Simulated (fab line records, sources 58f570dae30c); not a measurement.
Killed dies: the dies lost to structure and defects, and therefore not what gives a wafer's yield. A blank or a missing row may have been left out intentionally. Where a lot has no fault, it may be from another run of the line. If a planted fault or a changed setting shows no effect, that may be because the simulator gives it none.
fab line records ; flow berkeleyCmos170
record lots=6; wafers=18; lastDay=13
route steps=331 shown ACTIVE@60
lots that met no fault: taken from a fault-free run of the same line
startH: the number of hours between the record's first day and the start of the first shown wafer of the lot ; waitH: how many hours have passed since the lot's step before this one ; " repeats the value in the row above ; L1.1+2: a row that stands for several wafers ; - no value present, or no start provided ; * or withheld: withheld ; < > ~ a bound
route shown NAME@n: NAME is a module with steps in the file, n the number in the route of the first one ; usual: mean/standard deviation of fault-free wafers ; same: alike in all rows ; chamber/n: place in a boat ; sites: the reading at each site ; _std_site: the values' standard deviation ; _edge_site: the outer-site mean with the inner-site mean subtracted ; radiusMm: how far each site lies from the wafer's centre ; mask NAME#n: copy n ; behind: tool/chamber where the wafer was last shaped ; hold: what put the lot on hold/how long, in hours/how the hold closed ; device: the n, p or np transistor that did not switch ; end of line: the route-end tests of the same wafers ; where a step has no rows: the recipe by itself ; killed: dies that structure and defects cost at the first sort, which is not the same as the wafer's yield ; map: a wafer's dies, marking killed ones x, the rest . and places with no die _
set.NAME: setting as actually run; set.NAME@STEP: the setting as run at that earlier step ; model.NAME: the simulator's own value behind a step, which no gauge read
lots at some steps of the route; a table a step, a row a wafer
## steps
# step UCB170_ACTIVE_CLEAN_00
# recipe chemistry=SPM; tempC=120; timeS=600
# step UCB170_ACTIVE_CLEAN_01
# recipe chemistry=dHF; dilution=25:1; timeS=60
# step UCB170_ACTIVE_OXIDATION_02
# recipe tempC=1000; ambient=O2; targetThkA=264; oxTimeS=1260
# step UCB170_ACTIVE_THK_MEAS_03
# recipe reads=SiO2_of_ACTIVE_OXIDATION_02
# usual ACTIVE_OXIDE_THK=26.3/0.53
lot.wafer;tool;chamber;startH;waitH;ACTIVE_OXIDE_THK[nm]
L478.2;filmMetro-01;-;100.27;0.0;26.7
L478.3;filmMetro-01;-;100.27;0.0;26.7
L478.4;filmMetro-01;-;100.27;0.0;26.7
L484.1;filmMetro-02;-;118.96;0.0;26.3
L484.2;filmMetro-02;-;118.96;0.0;26.2
L484.4;filmMetro-02;-;118.96;0.0;26.3
L485.2;filmMetro-01;-;127.02;0.0;25.7
L485.3;filmMetro-01;-;127.02;0.0;25.6
L485.5;filmMetro-01;-;127.02;0.0;25.5
L488.3;filmMetro-04;-;141.08;0.0;26.3
L488.5;filmMetro-04;-;141.08;0.0;26.0
L488.6;filmMetro-04;-;141.08;0.0;26.1
L496.1;filmMetro-04;-;202.42;0.0;26.7
L496.3;filmMetro-04;-;202.42;0.0;26.3
L496.4;filmMetro-04;-;202.42;0.0;26.5
L497.2;filmMetro-02;-;202.43;0.0;25.8
L497.3;filmMetro-02;-;202.43;0.0;26.1
L497.5;filmMetro-02;-;202.43;0.0;26.2
# step UCB170_ACTIVE_ANNEAL_04
# recipe tempC=1000; timeS=900; ambient=N2
# step UCB170_ACTIVE_CVD_05
# recipe material=Si3N4; targetThkNm=220; tempC=800; precursor=SiH2Cl2/NH3; timeS=3300; pressureMtorr=200; sih2cl2FlowSccm=25; nh3FlowSccm=75
# step UCB170_ACTIVE_THK_MEAS_06
# recipe reads=Si3N4_of_ACTIVE_CVD_05
# usual ACTIVE_NITRIDE_THK=220.5/2.3
lot.wafer;tool;chamber;startH;waitH;ACTIVE_NITRIDE_THK[nm]
L478.2;filmMetro-02;-;105.82;0.1;222.9
L478.3;filmMetro-02;-;105.82;0.1;224.8
L478.4;filmMetro-02;-;105.82;0.1;222.0
L484.1;filmMetro-01;-;125.31;0.2;217.9
L484.2;filmMetro-01;-;125.31;0.2;217.3
L484.4;filmMetro-01;-;125.31;0.2;216.5
L485.2;filmMetro-01;-;134.54;0.0;220.4
L485.3;filmMetro-01;-;134.54;0.0;222.4
L485.5;filmMetro-01;-;134.54;0.0;219.9
L488.3;filmMetro-02;-;151.51;0.0;224.2
L488.5;filmMetro-02;-;151.51;0.0;222.9
L488.6;filmMetro-02;-;151.51;0.0;220.4
L496.1;filmMetro-02;-;211.93;0.0;222.9
L496.3;filmMetro-02;-;211.93;0.0;221.9
L496.4;filmMetro-02;-;211.93;0.0;221.9
L497.2;filmMetro-02;-;212.06;0.1;216.3
L497.3;filmMetro-02;-;212.06;0.1;218.7
L497.5;filmMetro-02;-;212.06;0.1;217.0
# step UCB170_ACTIVE_HMDS_07
# recipe primeTimeS=60; primeTempC=100
# step UCB170_ACTIVE_COAT_08
# recipe resist=KrF; spinRpm=1500; resistThkNm=900
# step UCB170_ACTIVE_SOFTBAKE_09
# recipe resist=KrF; tempC=130; timeS=60
# step UCB170_ACTIVE_EXPOSE_10
# recipe maskId=ACTIVE; targetCdNm=1200; na=0.5; sigmaOuter=0.6; sourceShape=conventional; doseMj=20
# step UCB170_ACTIVE_PEB_11
# recipe pebTempC=130; pebTimeS=withheld; resist=KrF
# step UCB170_ACTIVE_DEVELOP_12
# recipe developer=TMAH; developTimeS=45; resist=KrF; devTempC=21
# usual chillPlateTempC=23.00/0.1; developTimeS=45/0
lot.wafer;tool;chamber;startH;waitH;chillPlateTempC;developTimeS;model.KrF_of_ACTIVE_COAT_08.thkNm
L478.2;lithoTrack-02;0;107;-;23.16;45;887.8
L478.3;lithoTrack-02;0;107;-;23.10;45;887.6
L478.4;lithoTrack-02;0;108;-;23.18;45;888.2
L484.1;lithoTrack-03;-;126;-;-;-;909.3
L484.2;lithoTrack-03;-;126;-;-;-;907.3
L484.4;lithoTrack-03;-;126;-;-;-;911
L485.2;lithoTrack-03;-;135;-;-;-;903
L485.3;lithoTrack-03;-;135;-;-;-;902
L485.5;lithoTrack-03;-;135;-;-;-;901.9
L488.3;lithoTrack-04;0;152;-;22.89;45;889.5
L488.5;lithoTrack-04;0;152;-;22.98;45;887.5
L488.6;lithoTrack-04;0;152;-;22.88;45;892.7
L496.1;lithoTrack-04;0;213;-;23.04;45;890.9
L496.3;lithoTrack-04;0;213;-;22.82;45;891.3
L496.4;lithoTrack-04;0;213;-;22.81;45;889.6
L497.2;lithoTrack-03;0;213;-;23.14;45;884.3
L497.3;lithoTrack-03;0;213;-;22.92;45;886.6
L497.5;lithoTrack-03;0;213;-;22.91;45;884.4
# step UCB170_ACTIVE_CD_MEAS_13
# recipe targetCdNm=1200
# usual cdNm=1200.0/1.6
lot.wafer;tool;chamber;startH;waitH;cdNm
L478.2;cdSem-02;-;108.09;-;1195.7
L478.3;cdSem-02;-;108.09;-;1195.3
L478.4;cdSem-02;-;108.09;-;1195.8
L484.1;cdSem-02;-;126.69;-;-
L484.2;cdSem-02;-;126.69;-;-
L484.4;cdSem-02;-;126.69;-;-
L485.2;cdSem-01;-;135.45;-;-
L485.3;cdSem-01;-;135.45;-;-
L485.5;cdSem-01;-;135.45;-;-
L488.3;cdSem-01;-;152.75;-;1201.5
L488.5;cdSem-01;-;152.75;-;1201.9
L488.6;cdSem-01;-;152.75;-;1201.5
L496.1;cdSem-01;-;213.37;-;1200.3
L496.3;cdSem-01;-;213.37;-;1199.9
L496.4;cdSem-01;-;213.37;-;1199.6
L497.2;cdSem-01;-;213.75;-;1202.6
L497.3;cdSem-01;-;213.75;-;1201.4
L497.5;cdSem-01;-;213.75;-;1200.0
## key
firstSign step=UCB170_ACTIVE_DEVELOP_12; reading=toolRecord; direction=missing
effect none on later readings
modelEffect step=UCB170_ACTIVE_DEVELOP_12; value=KrF_of_ACTIVE_COAT_08.thkNm; without=891.5; struck=905.7
metAt UCB170_ACTIVE_DEVELOP_12
struckWafers L484.1,L484.2,L484.4,L485.2,L485.3,L485.5
laterRowsLeftOut L484.1,L484.2,L484.4,L485.2,L485.3,L485.5
sortLeftOut L484.1,L484.2,L484.4,L485.2,L485.3,L485.5
testerLeftOut L484,L485
fault kind=skippedStepWhole; tool=lithoTrack-03; chamber=-; onsetH=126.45; steps=UCB170_ACTIVE_DEVELOP_12; scope=struckLotsOnly
# testerLeftOut: of these lots the tester's yield and bins aren't shown, on N5 and GAA mostly nor the transistor test; their killed dies are dies lost to structure and defects alone, not to doping, threshold or leakage, so they don't give the yield
# sortLeftOut: the simulated sort isn't trusted on such a fault, so these wafers' sort isn't shown, and their yield isn't known
# laterRowsLeftOut: the simulator's readings of these wafers behind a module that went badly wrong aren't trusted and aren't shown, but for the sort
